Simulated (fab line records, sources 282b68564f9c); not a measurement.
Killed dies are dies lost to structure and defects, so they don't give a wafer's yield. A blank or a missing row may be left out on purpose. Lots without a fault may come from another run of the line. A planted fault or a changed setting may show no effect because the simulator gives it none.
fab line records | flow rit_cmos
record lots=6 wafers=18 last_day=7
route steps=202 shown ACTIVE@1 M1@202
lots that met no fault: from a run of the same line without faults
start_h: hours from the record's first day to the start of the lot's first wafer shown | wait_h: hours since the lot's step before | " the same as in the row above | L1.1+2: a row that stands for several wafers | - no value, or no start given | * or withheld: withheld | < > ~ a bound
route shown NAME@n: a module of which the file shows steps, and the number in the route of the first | usual: mean/standard deviation of fault-free wafers | same: alike in all rows | chamber/n: place in a boat | sites: the reading at each site | _std_site: their standard deviation | _edge_site: outer sites' mean less inner sites' | radius_mm: how far each site lies from the wafer's centre | mask NAME#n: copy n | behind: the tool/chamber that last shaped the wafer | hold: why the lot was held/for how many hours/how that ended | device: the transistor (n, p or np) that didn't switch | end of line: the same wafers' tests at the end of the route | a step without rows: its recipe alone | killed: dies lost to structure and defects at the first sort, not the wafer's yield | map: a wafer's dies, x killed, . not, _ none there
set.NAME: the setting as run; set.NAME@STEP: as run at that earlier step | model.NAME: the simulator's own value behind a step, which no gauge read
lots at some steps of the route; a table a step, a row a wafer
## steps
# step RIT_ACTIVE_BOW_MEAS_00
# recipe mode=bow
# usual INCOMING_BOW=-1/6.9
# columns lot.wafer tool chamber start_h wait_h INCOMING_BOW[um]
L476.2 film_metro-04 - 10.02 - 4
L476.3 " - " " -1
L476.6 " - " " -4
L488.2 film_metro-03 - 70.02 - 1
L488.5 " - " " 10
L488.6 " - " " 9
L490.1 film_metro-01 - 80.00 - -2
L490.2 " - " " -1
L490.3 " - " " -8
L492.2 film_metro-03 - 90.02 - 0
L492.4 " - " " -7
L492.5 " - " " 12
L495.2 film_metro-03 - 105.02 - -8
L495.4 " - " " -8
L495.5 " - " " -4
L496.3 film_metro-01 - 110.04 - -1
L496.4 " - " " -8
L496.5 " - " " -10
# step RIT_ACTIVE_OXIDATION_01
# recipe temp_c=1000 ambient=O2 target_thk_a=468 ox_time_s=3360
# step RIT_ACTIVE_THK_MEAS_02
# recipe reads=SiO2_of_ACTIVE_OXIDATION_01
# usual ACTIVE_OXIDE_THK=46.4/0.95
# columns lot.wafer tool chamber start_h wait_h ACTIVE_OXIDE_THK[nm]
L476.2 film_metro-01 - 13.50 0.0 47.4
L476.3 " - " " 47.2
L476.6 " - " " 47.4
L488.2 film_metro-01 - 74.09 0.0 47.4
L488.5 " - " " 47.1
L488.6 " - " " 47.4
L490.1 film_metro-03 - 82.43 0.0 44.8
L490.2 " - " " 44.8
L490.3 " - " " 45.4
L492.2 film_metro-03 - 94.64 0.0 46.2
L492.4 " - " " 46.3
L492.5 " - " " 46.9
L495.2 film_metro-01 - 107.89 0.0 44.3
L495.4 " - " " 44.4
L495.5 " - " " 44.2
L496.3 film_metro-03 - 112.32 0.0 45.9
L496.4 " - " " 46.3
L496.5 " - " " 46.3
# step RIT_ACTIVE_CVD_03
# recipe material=Si3N4 target_thk_nm=150 temp_c=810 precursor=SiH2Cl2/NH3 time_s=1500 pressure_mtorr=300 sih2cl2_flow_sccm=60 nh3_flow_sccm=150
# step RIT_ACTIVE_THK_MEAS_04
# recipe reads=Si3N4_of_ACTIVE_CVD_03
# usual ACTIVE_NITRIDE_THK=150.2/1.5
# columns lot.wafer tool chamber start_h wait_h ACTIVE_NITRIDE_THK[nm]
L476.2 film_metro-04 - 14.98 0.0 150.1
L476.3 " - " " 150.4
L476.6 " - " " 149.3
L488.2 film_metro-01 - 75.56 0.0 152.2
L488.5 " - " " 153.3
L488.6 " - " " 153.4
L490.1 film_metro-03 - 83.91 0.0 152.8
L490.2 " - " " 152.7
L490.3 " - " " 152.7
L492.2 film_metro-03 - 96.12 0.0 149.9
L492.4 " - " " 150.4
L492.5 " - " " 150.8
L495.2 film_metro-04 - 109.36 0.0 150.3
L495.4 " - " " 149.4
L495.5 " - " " 150.7
L496.3 film_metro-01 - 115.14 0.0 150.9
L496.4 " - " " 150.5
L496.5 " - " " 150.5
# step RIT_ACTIVE_HMDS_05
# recipe prime_time_s=62.34 prime_temp_c=140
# step RIT_ACTIVE_COAT_06
# recipe resist=NOVOLAK spin_rpm=3250 resist_thk_nm=1000
# step RIT_ACTIVE_SOFTBAKE_07
# recipe resist=NOVOLAK temp_c=90 time_s=60
# usual exhaust_pa=44.9/1 heater_power_total_W=34.56/0.05 resist_line_temp_C=22.99/0.1 run_length_s=88.89/0.17
# columns lot.wafer tool chamber start_h wait_h exhaust_pa heater_power_total_W resist_line_temp_C run_length_s
L476.2 litho_track-04 0 15.35 0.1 45.6 34.44 22.90 89.04
L476.3 " 0 " " 43.8 34.58 22.94 88.78
L476.6 " 0 " " 43.5 34.69 22.94 88.85
L488.2 litho_track-04 0 75.94 0.1 43.7 35.90 23.03 81.74
L488.5 " 0 " " 45.2 35.87 23.02 81.74
L488.6 " 0 " " 44.1 35.93 23.03 81.53
L490.1 litho_track-04 0 84.27 0.1 43.6 35.89 22.93 81.46
L490.2 " 0 " " 44.3 35.95 22.73 81.72
L490.3 " 0 " " 43.9 35.87 22.93 81.50
L492.2 litho_track-01 0 96.49 0.1 45.9 34.54 22.93 88.98
L492.4 " 0 " " 45.2 34.57 23.14 88.73
L492.5 " 0 " " 45.1 34.54 23.01 88.83
L495.2 litho_track-03 0 109.74 0.1 44.8 34.52 22.98 89.12
L495.4 " 0 " " 44.0 34.57 22.93 89.07
L495.5 " 0 " " 43.3 34.54 22.93 89.03
L496.3 litho_track-03 0 115.53 0.1 44.7 34.52 22.89 88.96
L496.4 " 0 " " 43.8 34.60 22.93 89.18
L496.5 " 0 " " 45.3 34.59 22.93 89.32
# step RIT_ACTIVE_EXPOSE_08
# recipe mask_id=M1 na=0.6 source_shape=conventional sigma_outer=0.6 target_cd_nm=1400 dose_mj=225
# step RIT_M1_PROBE_99
# usual killed_at_contacts=0.1/0.29 killed_at_front_end=7/3 killed_dies=7/3 killed_open=3.2/2 killed_short=3.5/2.1
# same gross_dies=264 killed_at_M0_to_M3=0 killed_at_M4_up=0 killed_at_back_side=0 killed_at_other=0
# columns lot.wafer tool chamber start_h wait_h killed_at_contacts killed_at_front_end killed_dies killed_open killed_short
L476.2 prober-02 - 57.61 0.1 0 3 3 1 2
L476.3 prober-02 - 57.66 0.2 0 9 9 7 2
L476.6 prober-02 - 57.81 0.2 0 8 8 0 8
L488.2 prober-02 - 125.39 0.1 0 8 8 3 5
L488.5 prober-02 - 125.54 0.2 2 6 8 2 6
L488.6 prober-02 - 125.59 0.2 0 7 7 4 3
L490.1 prober-02 - 130.56 0.1 0 10 10 5 5
L490.2 prober-02 - 130.61 0.1 0 6 6 2 4
L490.3 prober-02 - 130.66 0.2 0 12 12 5 7
L492.2 prober-02 - 143.76 0.1 0 11 11 8 3
L492.4 prober-02 - 143.86 0.2 0 7 7 5 2
L492.5 prober-02 - 143.91 0.2 0 8 8 3 5
# killed by level:class
L476.2 GATE:geometric_particle:short=1 SPACER:geometric_particle:short=1 SILICIDE:geometric_particle:open=1
L476.3 GATE:geometric_particle:open=4 FOX2:geometric_particle:short=1 FOX2:geometric_particle:open=1 GATE:geometric_particle:short=1 REOX:geometric_particle:open=1 SILICIDE:geometric_particle:open=1
L476.6 GATE:geometric_particle:short=3 FOX2:geometric_particle:short=2 REOX:geometric_particle:short=2 SILICIDE:geometric_particle:short=1
L488.2 GATE:geometric_particle:short=3 GATE:geometric_particle:open=1 REOX:geometric_particle:short=1 SPACER:geometric_particle:open=1 SILICIDE:geometric_particle:open=1 SILICIDE:geometric_particle:short=1
L488.5 FOX2:geometric_particle:short=1 GATE:geometric_particle:open=1 GATE:geometric_particle:short=1 REOX:geometric_particle:short=1 SPACER:geometric_particle:short=1 SILICIDE:geometric_particle:short=1 CONTACT:geometric_particle:open=1 CONTACT:geometric_particle:short=1
L488.6 FOX1:geometric_particle:open=1 GATE:geometric_particle:short=1 GATE:geometric_particle:open=1 SPACER:geometric_particle:open=1 SPACER:geometric_particle:short=1 SILICIDE:geometric_particle:open=1 SILICIDE:geometric_particle:short=1
L490.1 FOX1:geometric_particle:open=3 GATE:geometric_particle:short=2 REOX:geometric_particle:short=2 FOX2:geometric_particle:open=1 FOX2:geometric_particle:short=1 GATE:geometric_particle:open=1
L490.2 FOX2:geometric_particle:short=1 GATE:geometric_particle:open=1 GATE:geometric_particle:short=1 REOX:geometric_particle:short=1 SPACER:geometric_particle:open=1 SPACER:geometric_particle:short=1
L490.3 REOX:geometric_particle:short=3 FOX1:geometric_particle:open=2 GATE:geometric_particle:open=2 GATE:geometric_particle:short=2 FOX2:geometric_particle:short=1 REOX:geometric_particle:open=1 SPACER:geometric_particle:short=1
L492.2 GATE:geometric_particle:open=3 REOX:geometric_particle:open=2 SILICIDE:geometric_particle:open=2 FOX1:geometric_particle:short=1 SPACER:geometric_particle:open=1 SPACER:geometric_particle:short=1 SILICIDE:geometric_particle:short=1
L492.4 GATE:geometric_particle:open=2 FOX1:geometric_particle:open=1 SPACER:geometric_particle:open=1 SPACER:geometric_particle:short=1 SILICIDE:geometric_particle:open=1 SILICIDE:geometric_particle:short=1
L492.5 SPACER:geometric_particle:short=3 SILICIDE:geometric_particle:short=2 GATE:geometric_particle:open=1 REOX:geometric_particle:open=1 SPACER:geometric_particle:open=1
## key
first_sign step=RIT_ACTIVE_SOFTBAKE_07 reading=run_length_s direction=down sigmas=42 usual=* struck=*
effect step=RIT_ACTIVE_SOFTBAKE_07 reading=heater_power_total_W direction=up sigmas=27 usual=34.56 struck=35.90
met_at RIT_ACTIVE_SOFTBAKE_07
struck_wafers L488.2,L488.5,L488.6,L490.1,L490.2,L490.3
tester_left_out L488,L490
onset_between 15.35 75.94
fault kind=process_parameter_drift tool=litho_track-04 chamber=- onset_h=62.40 steps=RIT_ACTIVE_SOFTBAKE_07 channel=time_s offset=* shape=step end_h=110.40 acts_in=* stated=*
# tester_left_out: of these lots the tester's yield and bins aren't shown, on N5 and GAA mostly nor the transistor test; their killed dies are dies lost to structure and defects alone, not to doping, threshold or leakage, so they don't give the yield
